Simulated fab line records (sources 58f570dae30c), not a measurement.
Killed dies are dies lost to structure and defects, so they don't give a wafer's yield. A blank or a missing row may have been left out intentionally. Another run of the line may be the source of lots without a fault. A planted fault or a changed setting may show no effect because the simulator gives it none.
What tool caused it? | flow berkeley_cmos170 | 39 wafers from 13 lots sampled at 7 of the route's 331 steps

## WHAT EACH GAUGE READ, for each wafer
UCB170_M1_RS_MEAS_01: measurement is done with a four-point probe. Usual: M1_AL_RS gives 0.0484 ohm/sq (standard deviation 0.00049).
lot  | measured     | on            | M1_AL_RS (ohm/sq)    | flag
L658 | day 8 13:37  | film_metro-03 | 0.0485 0.0487 0.0489 |
L661 | day 9 00:07  | film_metro-04 | 0.0485 0.0496 0.0492 |
L659 | day 9 00:24  | film_metro-02 | 0.0488 0.0489 0.0486 |
L660 | day 9 00:59  | film_metro-04 | 0.0477 0.0474 0.0474 |
L668 | day 10 15:07 | film_metro-04 | 0.0487 0.0541 0.0537 | OFF
L671 | day 11 03:56 | film_metro-04 | 0.0484 0.0540 0.0534 | OFF
L672 | day 11 17:59 | film_metro-03 | 0.0486 0.0487 0.0487 |
L674 | day 12 03:50 | film_metro-03 | 0.0481 0.0479 0.0484 |
L675 | day 12 04:31 | film_metro-02 | 0.0478 0.0471 0.0473 |
L676 | day 12 09:32 | film_metro-03 | 0.0483 0.0489 0.0485 |
L677 | day 12 20:05 | film_metro-03 | 0.0484 0.0480 0.0485 |
L678 | day 12 20:28 | film_metro-02 | 0.0486 0.0480 0.0482 |
L679 | day 13 14:56 | film_metro-04 | 0.0484 0.0481 0.0485 |

UCB170_M1_THK_MEAS_02: measures by xrf. Usual: M1_AL_THK gives 602 nm (standard deviation 7.9).
lot  | measured     | on            | M1_AL_THK (nm) | flag
L658 | day 8 13:44  | film_metro-03 | 603 598 600    |
L661 | day 9 00:14  | film_metro-04 | 602 589 594    |
L659 | day 9 00:30  | film_metro-02 | 596 592 597    |
L660 | day 9 01:07  | film_metro-04 | 606 617 621    |
L668 | day 10 15:14 | film_metro-04 | 594 535 536    | OFF
L671 | day 11 04:03 | film_metro-04 | 597 538 544    | OFF
L672 | day 11 18:05 | film_metro-03 | 601 602 602    |
L674 | day 12 03:57 | film_metro-03 | 611 614 610    |
L675 | day 12 04:37 | film_metro-02 | 602 611 612    |
L676 | day 12 09:40 | film_metro-03 | 611 602 607    |
L677 | day 12 20:11 | film_metro-03 | 610 619 606    |
L678 | day 12 20:34 | film_metro-02 | 595 600 599    |
L679 | day 13 15:04 | film_metro-04 | 596 601 598    |

UCB170_V1_BOW_MEAS_03. Usual: V1_BOW gives 19 um (standard deviation 6.2).
lot  | measured     | on            | V1_BOW (um) | flag
L658 | day 8 18:08  | film_metro-03 | 9 21 14     |
L661 | day 9 03:40  | film_metro-03 | 26 16 25    |
L659 | day 9 05:02  | film_metro-01 | 29 28 23    |
L660 | day 9 05:18  | film_metro-03 | 22 21 6     |
L668 | day 10 18:52 | film_metro-01 | 31 19 20    |
L671 | day 11 09:04 | film_metro-03 | 5 24 12     |
L672 | day 11 21:54 | film_metro-01 | 11 19 3     |
L674 | day 12 07:15 | film_metro-04 | 14 19 26    |
L675 | day 12 08:54 | film_metro-01 | 27 24 19    |
L676 | day 12 14:14 | film_metro-04 | 21 22 23    |
L677 | day 13 00:01 | film_metro-03 | 12 27 16    |
L678 | day 13 01:19 | film_metro-01 | 14 18 11    |
L679 | day 13 18:31 | film_metro-04 | 21 22 33    |

## WHICH TOOL RAN EACH LOT (tool, then ch and the chambers of the sampled wafers, then the start)
lot  | UCB170_M1_SPUTTER_00         | UCB170_M1_ETCH_11                  | UCB170_M1_METAL_ETCH_12           | UCB170_V1_CMP_02
L658 | pvd_sputter-03, day 8 13:34  | rie_diel-01 ch 1,2,3, day 8 15:54  | rie_metal-03 ch 0,1, day 8 15:56  | cmp-01 ch 2,3, day 8 17:50
L661 | pvd_sputter-03, day 9 00:04  | rie_diel-01 ch 1,3, day 9 01:25    | rie_metal-03 ch 0,1, day 9 01:28  | cmp-01 ch 0,3, day 9 03:22
L659 | pvd_sputter-02, day 9 00:18  | rie_diel-04 ch 2,3, day 9 01:32    | rie_metal-01 ch 0,1, day 9 01:38  | cmp-02 ch 0,1,2, day 9 04:45
L660 | pvd_sputter-04, day 9 00:56  | rie_diel-03 ch 1,2,3, day 9 02:23  | rie_metal-02 ch 0,1, day 9 02:26  | cmp-02 ch 0,2,3, day 9 05:06
L668 | pvd_sputter-02, day 10 15:02 | rie_diel-01 ch 0,1,2, day 10 16:36 | rie_metal-01 ch 0,1, day 10 16:38 | cmp-01 ch 0,1, day 10 18:32
L671 | pvd_sputter-02, day 11 03:51 | rie_diel-04 ch 0,3, day 11 05:29   | rie_metal-02 ch 0,1, day 11 05:32 | cmp-02 ch 0,3, day 11 08:48
L672 | pvd_sputter-03, day 11 17:54 | rie_diel-03 ch 0,1,3, day 11 19:38 | rie_metal-02 ch 0,1, day 11 19:41 | cmp-01 ch 0,1,3, day 11 21:35
L674 | pvd_sputter-03, day 12 03:46 | rie_diel-04 ch 0,2, day 12 05:00   | rie_metal-03 ch 0,1, day 12 05:03 | cmp-01 ch 0,2, day 12 07:00
L675 | pvd_sputter-04, day 12 04:26 | rie_diel-01 ch 1,2,3, day 12 05:47 | rie_metal-02 ch 1, day 12 05:50   | cmp-01 ch 0,1,2, day 12 08:38
L676 | pvd_sputter-03, day 12 09:29 | rie_diel-01 ch 2,3, day 12 11:59   | rie_metal-03 ch 0,1, day 12 12:02 | cmp-01 ch 1,2,3, day 12 14:02
L677 | pvd_sputter-03, day 12 20:00 | rie_diel-01 ch 0,2, day 12 21:43   | rie_metal-02 ch 0,1, day 12 21:45 | cmp-01 ch 1,2, day 12 23:45
L678 | pvd_sputter-04, day 12 20:22 | rie_diel-04 ch 1,2,3, day 12 22:00 | rie_metal-01 ch 0,1, day 12 22:03 | cmp-02 ch 2,3, day 13 01:02
L679 | pvd_sputter-04, day 13 14:53 | rie_diel-01 ch 1,2, day 13 16:17   | rie_metal-02 ch 0,1, day 13 16:19 | cmp-01 ch 0,1, day 13 18:13
- UCB170_M1_SPUTTER_00: material Al, target thk 600 nm, time 80 s.
- UCB170_M1_ETCH_11: etches BARC in N2/H2.
- UCB170_M1_METAL_ETCH_12: etches Al in Cl2/BCl3, stops on PSG, target depth 780 nm, time 130 s.
- UCB170_V1_CMP_02: polishes SiO2.

## AS READ BY THE TOOLS THEMSELVES (means over the sampled wafers that have a number; for cases with no such wafer, the mark the record gives instead)
UCB170_M1_SPUTTER_00. Usual: throttle_valve_pct at 29.9 %, with a standard deviation of 1.1.
lot  | tool           | throttle_valve_pct (%) | flag
L658 | pvd_sputter-03 | 30.3                   |
L661 | pvd_sputter-03 | 29.0                   |
L659 | pvd_sputter-02 | 29.4                   |
L660 | pvd_sputter-04 | 29.4                   |
L668 | pvd_sputter-02 | 29.6                   |
L671 | pvd_sputter-02 | 30.8                   |
L672 | pvd_sputter-03 | 29.5                   |
L674 | pvd_sputter-03 | 29.2                   |
L675 | pvd_sputter-04 | 30.6                   |
L676 | pvd_sputter-03 | 29.8                   |
L677 | pvd_sputter-03 | 29.0                   |
L678 | pvd_sputter-04 | 30.5                   |
L679 | pvd_sputter-04 | 30.5                   |

UCB170_M1_ETCH_11. Usual: bias_w 100.0 W, standard deviation 0.32; drypump_motor_current_A 5.7 A, standard deviation 0.5; n2_flow_sccm 100.04 sccm, standard deviation 0.29; oes_product_au 0.996 a.u., standard deviation 0.017; throttle_valve_pct 13.27 %, standard deviation 0.15.
lot  | tool        | bias_w (W) | drypump_motor_current_A (A) | n2_flow_sccm (sccm) | oes_product_au (a.u.) | throttle_valve_pct (%) | flag
L658 | rie_diel-01 | 100.2      | 5.7                         | 99.86               | 0.996                 | 13.26                  |
L661 | rie_diel-01 | 100.4      | 5.7                         | 100.18              | 0.996                 | 13.20                  |
L659 | rie_diel-04 | 100.1      | 5.7                         | 100.16              | 1.000                 | 13.39                  |
L660 | rie_diel-03 | 100.4      | 5.7                         | 100.09              | 0.983                 | 13.26                  |
L668 | rie_diel-01 | 99.9       | 5.4                         | 99.87               | 0.990                 | 13.33                  |
L671 | rie_diel-04 | 99.8       | 5.4                         | 99.97               | 0.987                 | 13.42                  |
L672 | rie_diel-03 | 100.2      | 5.8                         | 100.05              | 0.993                 | 13.29                  |
L674 | rie_diel-04 | 100.0      | 6.0                         | 99.96               | 1.018                 | 13.19                  |
L675 | rie_diel-01 | 100.1      | 5.7                         | 99.99               | 1.003                 | 13.27                  |
L676 | rie_diel-01 | 100.2      | 6.2                         | 100.08              | 1.005                 | 13.30                  |
L677 | rie_diel-01 | 100.0      | 5.9                         | 100.19              | 0.994                 | 13.42                  |
L678 | rie_diel-04 | 100.2      | 5.7                         | 100.06              | 1.011                 | 13.19                  |
L679 | rie_diel-01 | 100.0      | 5.3                         | 99.99               | 0.991                 | 13.24                  |

UCB170_M1_METAL_ETCH_12. Usual: bias_w 120.0 W, standard deviation 0.34; drypump_motor_current_A 5.5 A, standard deviation 0.59; he_backside_leak_sccm 3.22 sccm, standard deviation 0.18; oes_product_au 0.847 a.u., standard deviation 0.009; throttle_valve_pct 24.45 %, standard deviation 0.24.
lot  | tool         | bias_w (W) | drypump_motor_current_A (A) | he_backside_leak_sccm (sccm) | oes_product_au (a.u.) | throttle_valve_pct (%) | flag
L658 | rie_metal-03 | 119.8      | 5.9                         | 3.32                         | 0.858                 | 24.26                  |
L661 | rie_metal-03 | 119.8      | 5.9                         | 3.31                         | 0.845                 | 24.25                  |
L659 | rie_metal-01 | 120.0      | 5.0                         | 3.22                         | 0.834                 | 24.41                  |
L660 | rie_metal-02 | 119.8      | 6.0                         | 3.28                         | 0.853                 | 24.51                  |
L668 | rie_metal-01 | 119.8      | 5.1                         | 3.14                         | 0.805                 | 24.65                  | OFF
L671 | rie_metal-02 | 119.9      | 6.0                         | 3.16                         | 0.813                 | 24.54                  | OFF
L672 | rie_metal-02 | 120.4      | 6.0                         | 3.04                         | 0.840                 | 24.53                  |
L674 | rie_metal-03 | 119.9      | 5.7                         | 3.37                         | 0.857                 | 24.26                  |
L675 | rie_metal-02 | 119.9      | 6.5                         | 3.51                         | 0.850                 | 24.48                  |
L676 | rie_metal-03 | 119.8      | 5.7                         | 3.26                         | 0.852                 | 24.26                  |
L677 | rie_metal-02 | 120.0      | 6.0                         | 3.50                         | 0.846                 | 24.51                  |
L678 | rie_metal-01 | 119.9      | 5.1                         | 3.07                         | 0.846                 | 24.63                  |
L679 | rie_metal-02 | 120.1      | 6.0                         | 3.31                         | 0.849                 | 24.52                  |

UCB170_V1_CMP_02. Usual: motor_current_A at 15.9 A, with a standard deviation of 1.4.
lot  | tool   | motor_current_A (A) | flag
L658 | cmp-01 | 17.6                |
L661 | cmp-01 | 16.9                |
L659 | cmp-02 | 15.0                |
L660 | cmp-02 | 15.5                |
L668 | cmp-01 | 15.0                |
L671 | cmp-02 | 16.6                |
L672 | cmp-01 | 15.1                |
L674 | cmp-01 | 15.6                |
L675 | cmp-01 | 15.6                |
L676 | cmp-01 | 16.7                |
L677 | cmp-01 | 15.6                |
L678 | cmp-02 | 16.0                |
L679 | cmp-01 | 14.9                |

## THE ANSWER, worked out from the rows above alone
Rule: a lot counts as off when the mean over its wafers that have a number is more than 3 standard deviations away from the usual mean. Also off: a lot with no number at a reading for which 4 or more lots have one. Any other lot the step has rows for is counted as sound. First the gauges in route order, then the tools' own readings, where a lot's mean is used as printed above. The first step at which some lot is off is used, and at that step the reading that is off furthest; a lot without a number counts as furthest.
Off: at UCB170_M1_RS_MEAS_01 (M1_AL_RS), L668, L671.
If a tool, at a process step before that reading, ran all the lots that are off and no sound lot after the first of them, it fits. Not tried: the gauges at UCB170_M1_RS_MEAS_01; whatever is off there is also off at UCB170_M1_METAL_ETCH_12, on other tools, and gauge error can't account for it. One fits: UCB170_M1_SPUTTER_00 on pvd_sputter-02. A fault onset in the window from L659 (day 9 00:18, its last sound lot) to L668 (day 10 15:02, its first lot off) fits.

## WHAT THE SIMULATOR HAD PUT IN
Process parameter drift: pvd_sputter-02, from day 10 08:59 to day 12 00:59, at UCB170_M1_SPUTTER_00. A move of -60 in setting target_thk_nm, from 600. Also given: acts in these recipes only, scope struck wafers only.
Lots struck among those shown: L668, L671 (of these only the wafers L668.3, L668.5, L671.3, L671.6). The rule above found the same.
